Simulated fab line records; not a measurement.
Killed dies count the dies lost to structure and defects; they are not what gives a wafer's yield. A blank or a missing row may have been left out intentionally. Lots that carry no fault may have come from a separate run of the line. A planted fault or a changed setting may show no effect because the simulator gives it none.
A struck lot beside a sound one | flow rit_cmos | 14 steps out of a route of 202
Sound: wafers L848.1, L848.4, L848.6. Wafers L852.2, L852.5, L852.6 were the ones struck. At the end, the cause is stated.
At each step with rows: each side's tool, then ch and its chambers, then its first start. Under that, the readings that differ: sound wafers | struck wafers | difference of the means | sigmas: that difference in standard deviations of wafers without a fault.
alike: readings whose means differ by less than 2 such deviations, and words and numbers that are the same on both sides. not compared: withheld readings, readings that some wafer has no value for, bounds like >300 that may hide the same value, and numbers for which the record gives no deviation and whose values overlap.
A row with sigmas, a row that says differs or no value, or rows on one side alone: a step with any of these is where the two part. When numbers do not overlap yet have no deviation, they are printed without sigmas and do not part them. A reading missing from all wafers of one side parts the sides only when that side holds two or more wafers.

first, 1 step without rows for these wafers: RIT_GATE_HARDBAKE_18 (time 60 s).
RIT_GATE_ETCH_19: etches poly-Si in SF6/CHF3/O2, stops on SiO2, time 165 s, target depth 312.5 nm.
  sound on rie_si-01 ch 0,1,3, day 4 00:35; struck on rie_si-01 ch 1,2, day 4 18:13
  alike: drypump_motor_current_A, oes_product_au, throttle_valve_pct
  not compared: rf_hours_counter_h
RIT_GATE_STRIP_20: strips in O2, time 180 s.
  sound on plasma_asher-03 ch 0,1, day 4 00:41; struck on plasma_asher-02 ch 0,1, day 4 18:19
  alike: drypump_motor_current_A, o2_flow_sccm
  not compared: rf_hours_counter_h
RIT_GATE_CD_MEAS_90 targets a cd of 150 nm.
  sound on cd_sem-01, day 4 00:52; struck on cd_sem-02, day 4 18:31
  alike: cd_nm
then, 4 steps without rows for these wafers: RIT_REOX_CLEAN_00 (cleans in SC1, time 600 s); RIT_REOX_CLEAN_01 (cleans in dHF, time 30 s); RIT_REOX_CLEAN_02 (cleans in SC2, time 600 s); RIT_REOX_OXIDATION_03 (target thk 25.2 nm, ox time 5580 s).
RIT_REOX_THK_MEAS_04:
  sound on film_metro-04, day 4 03:55; struck on film_metro-01, day 5 00:19
  reading             | sound          | struck         | difference | sigmas
  REOX_OXIDE_THK (nm) | 24.5 24.3 24.5 | 25.1 25.5 25.4 | +0.9       | +2
then, 3 steps without rows for these wafers: RIT_NLDD_HMDS_00 (prime time 60 s); RIT_NLDD_COAT_01 (resist thk 1000 nm); RIT_NLDD_SOFTBAKE_02 (time 60 s).
RIT_NLDD_EXPOSE_03: exposes mask M7, target cd 40700 nm.
  struck on iline_stepper-02, day 5 00:57; sound on iline_stepper-02 ch 0, day 4 04:26
  no value came back on the struck wafers for exposure_dose_mJ_cm2, focus_offset_nm (nm); on the sound wafers exposure_dose_mJ_cm2 reads 249.79 250.11 250.25
  alike: mask
next, for these wafers, 1 step has no rows: RIT_NLDD_PEB_04.

== WHERE THEY PART ==
First at RIT_REOX_THK_MEAS_04; last, within this record, at RIT_NLDD_EXPOSE_03.

WHY: the cause the simulator had injected
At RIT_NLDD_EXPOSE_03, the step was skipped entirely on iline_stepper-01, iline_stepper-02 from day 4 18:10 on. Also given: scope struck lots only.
